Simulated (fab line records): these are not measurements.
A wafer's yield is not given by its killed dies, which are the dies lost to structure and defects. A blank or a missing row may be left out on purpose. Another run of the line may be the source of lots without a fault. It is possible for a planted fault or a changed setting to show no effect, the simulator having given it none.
fab line records	flow rit_cmos
[record] lots = 14	wafers = 42	last_day = 6
route steps=202 shown FOX2@27 CONTACT@168 M1@201
lots with no fault: from the same line, run without faults
start_h: hours from the record's first day to the start of the lot's first wafer shown	wait_h: how many hours have passed since the lot's step before this one	" unchanged from the row above	L1.1+2: several wafers, shown together as one row	- value missing, or start not given	* or withheld: withheld	< > ~ a bound
route shown NAME@n: a module of which the file shows steps, and the number in the route of the first	usual: average and standard deviation across the fault-free wafers	same: alike in all rows	chamber/n: place in a boat	sites: readings site by site	_std_site: their standard deviation	_edge_site: mean of outer sites minus mean of inner sites	radius_mm: how far each site lies from the wafer's centre	mask NAME#n: copy n	behind: tool/chamber where the wafer was last shaped	hold: cause of the lot's hold/its duration in hours/its outcome	device: the n, p or np transistor that did not switch	end of line: at the end of the route, the tests of the same wafers	a step without rows: its recipe alone	killed: dies lost to structure and defects at the first sort, not the wafer's yield	map: a wafer's dies, marking killed ones x, the rest . and places with no die _
set.NAME: the run value of the setting; set.NAME@STEP: its run value at that earlier step	model.NAME: the simulator's own value behind a step, which no gauge read
steps of the route over a sample of lots; a table a step, a row a wafer
services: from which hour (start_h, from the record's first day; less than 0 if before it) a tool's chamber was out of use, for how many hours, and why
[[steps]]
[step RIT_FOX2_THK_MEAS_90]
[recipe] reads = SiO2_of_FOX2_OXIDATION_00
[usual] FIELD_OXIDE_LEFT_1_THK = 323/6.3
lot.wafer	tool	chamber	start_h	wait_h	FIELD_OXIDE_LEFT_1_THK[nm]
L249.1	film_metro-04	-	23.64	0.0	315
L249.4	"	-	"	"	320
L249.6	"	-	"	"	322
L250.2	film_metro-01	-	27.22	0.0	313
L250.3	"	-	"	"	309
L250.4	"	-	"	"	319
L251.1	film_metro-02	-	30.73	0.0	316
L251.2	"	-	"	"	315
L251.5	"	-	"	"	316
L252.2	film_metro-02	-	34.70	0.0	330
L252.5	"	-	"	"	323
L252.6	"	-	"	"	322
L253.2	film_metro-04	-	40.68	0.0	323
L253.3	"	-	"	"	316
L253.4	"	-	"	"	318
L254.3	film_metro-04	-	44.21	0.0	320
L254.4	"	-	"	"	323
L254.6	"	-	"	"	319
L255.2	film_metro-01	-	50.74	0.0	327
L255.4	"	-	"	"	324
L255.6	"	-	"	"	329
L257.1	film_metro-02	-	60.08	0.0	324
L257.5	"	-	"	"	318
L257.6	"	-	"	"	321
L258.1	film_metro-02	-	65.15	0.0	325
L258.2	"	-	"	"	329
L258.5	"	-	"	"	328
L259.1	film_metro-04	-	71.35	0.0	313
L259.3	"	-	"	"	313
L259.5	"	-	"	"	314
L260.2	film_metro-02	-	74.39	0.0	325
L260.4	"	-	"	"	333
L260.5	"	-	"	"	327
L261.2	film_metro-02	-	79.20	0.0	329
L261.3	"	-	"	"	332
L261.4	"	-	"	"	333
L265.1	film_metro-02	-	100.04	0.0	329
L265.3	"	-	"	"	329
L265.6	"	-	"	"	322
L266.3	film_metro-02	-	104.21	0.0	314
L266.4	"	-	"	"	323
L266.6	"	-	"	"	312
[step RIT_CONTACT_CVD_00]
[recipe] material = SiO2	target_thk_nm = 400	precursor = TEOS	temp_c = 390	time_s = 61	rf_w = 400
[usual] heater_power_w = 299/40
lot.wafer	tool	chamber	start_h	wait_h	heater_power_w	since_wet_clean_h
L249.1	pecvd-04	2	56.04	0.1	249	1002
L249.4	"	1	"	"	378	-
L249.6	"	0	"	"	279	-
L250.2	pecvd-02	1	60.08	0.0	353	615
L250.3	"	0	"	"	297	615
L250.4	"	1	"	"	348	-
L251.1	pecvd-01	2	61.43	0.1	295	212
L251.2	"	1	"	"	269	212
L251.5	"	2	"	"	304	-
L252.2	pecvd-04	2	67.67	0.0	243	1013
L252.5	"	1	"	"	309	-
L252.6	"	0	"	"	300	-
L253.2	pecvd-02	0	71.31	0.0	307	627
L253.3	"	2	"	"	325	627
L253.4	"	2	"	"	320	-
L254.3	pecvd-01	0	77.57	0.0	229	228
L254.4	"	2	"	"	269	-
L254.6	"	0	"	"	239	-
L255.2	pecvd-04	2	80.85	0.0	275	1027
L255.4	"	0	"	"	304	-
L255.6	"	1	"	"	338	-
L257.1	pecvd-01	1	91.02	0.1	312	242
L257.5	"	0	"	"	252	-
L257.6	"	2	"	"	236	-
L258.1	pecvd-04	2	97.55	0.1	316	1043
L258.2	"	1	"	"	350	1043
L258.5	"	0	"	"	260	-
L259.1	pecvd-02	1	100.94	0.1	348	656
L259.3	"	2	"	"	313	656
L259.5	"	2	"	"	322	-
L260.2	pecvd-01	0	105.35	0.0	282	256
L260.4	"	1	"	"	309	-
L260.5	"	2	"	"	311	-
L261.2	pecvd-04	0	110.37	0.0	284	1056
L261.3	"	1	"	"	289	1056
L261.4	"	2	"	"	266	-
L265.1	pecvd-02	2	130.18	0.1	273	685
L265.3	"	1	"	"	356	685
L265.6	"	2	"	"	292	-
L266.3	pecvd-01	0	137.87	0.1	274	289
L266.4	"	2	"	"	320	-
L266.6	"	0	"	"	207	-
[step RIT_CONTACT_DEVELOP_07]
[recipe] resist = NOVOLAK	develop_time_s = 120	dev_temp_c = 23
[usual] developer_temp_C = 23.03/0.1
lot.wafer	tool	chamber	start_h	wait_h	developer_temp_C
L249.1	litho_track-04	0	56	-	22.97
L249.4	"	0	"	"	22.92
L249.6	"	0	57	-	23.22
L250.2	litho_track-04	0	61	-	22.98
L250.3	"	0	"	"	22.93
L250.4	"	0	"	"	23.13
L251.1	litho_track-03	0	62	-	23.17
L251.2	"	0	"	"	23.10
L251.5	"	0	"	"	22.97
L252.2	litho_track-02	0	68	-	23.12
L252.5	"	0	"	"	23.02
L252.6	"	0	"	"	23.04
L253.2	litho_track-04	0	72	-	22.91
L253.3	"	0	"	"	22.96
L253.4	"	0	"	"	22.97
L254.3	litho_track-04	0	78	-	22.99
L254.4	"	0	"	"	23.07
L254.6	"	0	"	"	23.13
L255.2	litho_track-02	0	82	-	23.04
L255.4	"	0	"	"	23.10
L255.6	"	0	"	"	23.11
L257.1	litho_track-04	0	91	-	22.96
L257.5	"	0	92	-	23.01
L257.6	"	0	"	"	23.12
L258.1	litho_track-03	0	98	-	22.88
L258.2	"	0	"	"	22.93
L258.5	"	0	"	"	23.02
L259.1	litho_track-03	0	101	-	23.11
L259.3	"	0	"	"	23.14
L259.5	"	0	102	-	23.16
L260.2	litho_track-03	0	106	-	23.17
L260.4	"	0	"	"	23.18
L260.5	"	0	"	"	22.98
L261.2	litho_track-04	0	111	-	23.07
L261.3	"	0	"	"	23.13
L261.4	"	0	"	"	22.93
L265.1	litho_track-03	0	131	-	22.93
L265.3	"	0	"	"	23.09
L265.6	"	0	"	"	23.08
L266.3	litho_track-03	0	138	-	22.90
L266.4	"	0	"	"	22.98
L266.6	"	0	139	-	22.97
[step RIT_CONTACT_CD_MEAS_08]
[recipe] target_cd_nm = 1000
[usual] cd_nm = 999.8/2.1
lot.wafer	tool	chamber	start_h	wait_h	cd_nm
L249.1	cd_sem-02	-	57.12	-	998.6
L249.4	"	-	"	"	1000.4
L249.6	"	-	"	"	998.8
L250.2	cd_sem-02	-	61.30	-	999.6
L250.3	"	-	"	"	997.5
L250.4	"	-	"	"	998.8
L251.1	cd_sem-01	-	62.66	-	998.2
L251.2	"	-	"	"	998.8
L251.5	"	-	"	"	998.9
L252.2	cd_sem-02	-	68.76	-	998.8
L252.5	"	-	"	"	999.9
L252.6	"	-	"	"	1000.9
L253.2	cd_sem-02	-	72.41	-	996.0
L253.3	"	-	"	"	997.9
L253.4	"	-	"	"	1000.1
L254.3	cd_sem-02	-	78.81	-	999.3
L254.4	"	-	"	"	1000.9
L254.6	"	-	"	"	998.5
L255.2	cd_sem-02	-	82.25	-	1002.5
L255.4	"	-	"	"	1005.4
L255.6	"	-	"	"	1003.5
L257.1	cd_sem-02	-	92.22	-	997.6
L257.5	"	-	"	"	994.2
L257.6	"	-	"	"	995.6
L258.1	cd_sem-02	-	98.76	-	1001.0
L258.2	"	-	"	"	1000.3
L258.5	"	-	"	"	1000.8
L259.1	cd_sem-01	-	102.13	-	998.9
L259.3	"	-	"	"	1000.3
L259.5	"	-	"	"	1000.6
L260.2	cd_sem-02	-	106.44	-	997.9
L260.4	"	-	"	"	996.7
L260.5	"	-	"	"	996.5
L261.2	cd_sem-02	-	111.47	-	1004.6
L261.3	"	-	"	"	1003.6
L261.4	"	-	"	"	1005.3
L265.1	cd_sem-01	-	131.48	-	981.6
L265.3	"	-	"	"	980.0
L265.6	"	-	"	"	982.3
L266.3	cd_sem-02	-	139.11	-	980.5
L266.4	"	-	"	"	979.0
L266.6	"	-	"	"	980.4
[step RIT_M1_BOW_MEAS_16]
[recipe] mode = bow
[usual] M1_BOW = 17/5.7
lot.wafer	tool	chamber	start_h	wait_h	M1_BOW[um]
L249.1	film_metro-03	-	62.34	0.0	26
L249.4	"	-	"	"	20
L249.6	"	-	"	"	29
L250.2	film_metro-04	-	66.77	0.0	9
L250.3	"	-	"	"	19
L250.4	"	-	"	"	12
L251.1	film_metro-01	-	68.25	0.0	17
L251.2	"	-	"	"	18
L251.5	"	-	"	"	20
L252.2	film_metro-04	-	74.96	0.0	15
L252.5	"	-	"	"	16
L252.6	"	-	"	"	20
L253.2	film_metro-01	-	77.58	0.0	17
L253.3	"	-	"	"	17
L253.4	"	-	"	"	21
L254.3	film_metro-04	-	83.85	0.0	17
L254.4	"	-	"	"	13
L254.6	"	-	"	"	13
L255.2	film_metro-01	-	88.57	0.0	18
L255.4	"	-	"	"	27
L255.6	"	-	"	"	16
L257.1	film_metro-03	-	97.42	0.0	15
L257.5	"	-	"	"	18
L257.6	"	-	"	"	16
L258.1	film_metro-01	-	104.00	0.0	18
L258.2	"	-	"	"	18
L258.5	"	-	"	"	12
L259.1	film_metro-04	-	108.55	0.0	24
L259.3	"	-	"	"	20
L259.5	"	-	"	"	14
L260.2	film_metro-01	-	111.66	0.0	24
L260.4	"	-	"	"	20
L260.5	"	-	"	"	19
L261.2	film_metro-04	-	116.60	0.0	13
L261.3	"	-	"	"	13
L261.4	"	-	"	"	13
L265.1	film_metro-01	-	136.74	0.0	12
L265.3	"	-	"	"	25
L265.6	"	-	"	"	15
L266.3	film_metro-03	-	144.31	0.0	12
L266.4	"	-	"	"	12
L266.6	"	-	"	"	23
[step RIT_M1_PROBE_99]
[usual] killed_at_M0_to_M3 = 0.0/0.083	killed_at_contacts = 0.1/0.27	killed_at_front_end = 6.1/2.9	killed_dies = 6.2/2.9	killed_open = 3.2/1.9	killed_short = 3/1.9
[same] gross_dies = 264	killed_at_M4_up = 0	killed_at_back_side = 0	killed_at_other = 0
lot.wafer	tool	chamber	start_h	wait_h	killed_at_M0_to_M3	killed_at_contacts	killed_at_front_end	killed_dies	killed_open	killed_short
L259.1	prober-02	-	108.67	0.1	0	0	4	4	3	1
L259.3	prober-02	-	108.77	0.2	0	0	7	7	3	4
L259.5	prober-02	-	108.87	0.2	0	0	11	11	7	4
L261.2	prober-02	-	116.75	0.1	0	0	4	4	2	2
L261.3	prober-02	-	116.80	0.2	0	1	8	9	4	5
L261.4	prober-02	-	116.85	0.2	0	0	12	12	7	5
L266.3	prober-01	-	144.49	0.2	0	0	0	0	0	0
L266.4	prober-01	-	144.54	0.2	0	0	7	7	5	2
L266.6	prober-01	-	144.64	0.2	0	0	6	6	3	3
// killed by level:class
L259.1 FOX1:geometric_particle:short=1 GATE:geometric_particle:open=1 SPACER:geometric_particle:open=1 SILICIDE:geometric_particle:open=1
L259.3 SPACER:geometric_particle:short=2 SILICIDE:geometric_particle:open=2 FOX2:geometric_particle:open=1 FOX2:geometric_particle:short=1 GATE:geometric_particle:short=1
L259.5 GATE:geometric_particle:open=4 FOX1:geometric_particle:open=2 FOX2:geometric_particle:short=2 FOX1:geometric_particle:short=1 SILICIDE:geometric_particle:open=1 SILICIDE:geometric_particle:short=1
L261.2 FOX1:geometric_particle:open=2 FOX2:geometric_particle:short=1 SPACER:geometric_particle:short=1
L261.3 GATE:geometric_particle:short=2 SPACER:geometric_particle:short=2 FOX1:geometric_particle:open=1 FOX2:geometric_particle:open=1 SILICIDE:geometric_particle:open=1 SILICIDE:geometric_particle:short=1 CONTACT:geometric_particle:open=1
L261.4 GATE:geometric_particle:open=6 FOX1:geometric_particle:short=3 GATE:geometric_particle:short=2 REOX:geometric_particle:open=1
L266.4 GATE:geometric_particle:open=4 SILICIDE:geometric_particle:short=2 SILICIDE:geometric_particle:open=1
L266.6 FOX1:geometric_particle:short=2 GATE:geometric_particle:open=2 GATE:geometric_particle:short=1 SPACER:geometric_particle:open=1
[[services]]
tool	chamber	start_h	hours	kind
pecvd-02	-	48.64	0.9	repair
pecvd-01	-	133.17	1.6	repair
pecvd-04	-	135.60	0.6	repair
[[key]]
[first_sign] step = RIT_CONTACT_CD_MEAS_08	reading = cd_nm	direction = down	sigmas = 8.9	usual = 999.8	struck = 980.6
effect none on later readings
met_at RIT_CONTACT_DEVELOP_07
struck_lots L265,L266
tester_left_out L265,L266
not_acting_at RIT_FOX2_THK_MEAS_90,RIT_CONTACT_CVD_00,RIT_M1_BOW_MEAS_16
onset_between 106 131
also_fits time
[fault] kind = process_parameter_drift	tool = litho_track-03	chamber = -	onset_h = 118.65	steps = RIT_CONTACT_DEVELOP_07	channel = develop_time_s	offset = *	shape = step	end_h = 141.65	acts_in = *	stated = *
// tester_left_out: of these lots the tester's yield and bins aren't shown, on N5 and GAA mostly nor the transistor test; their killed dies are dies lost to structure and defects alone, not to doping, threshold or leakage, so they don't give the yield
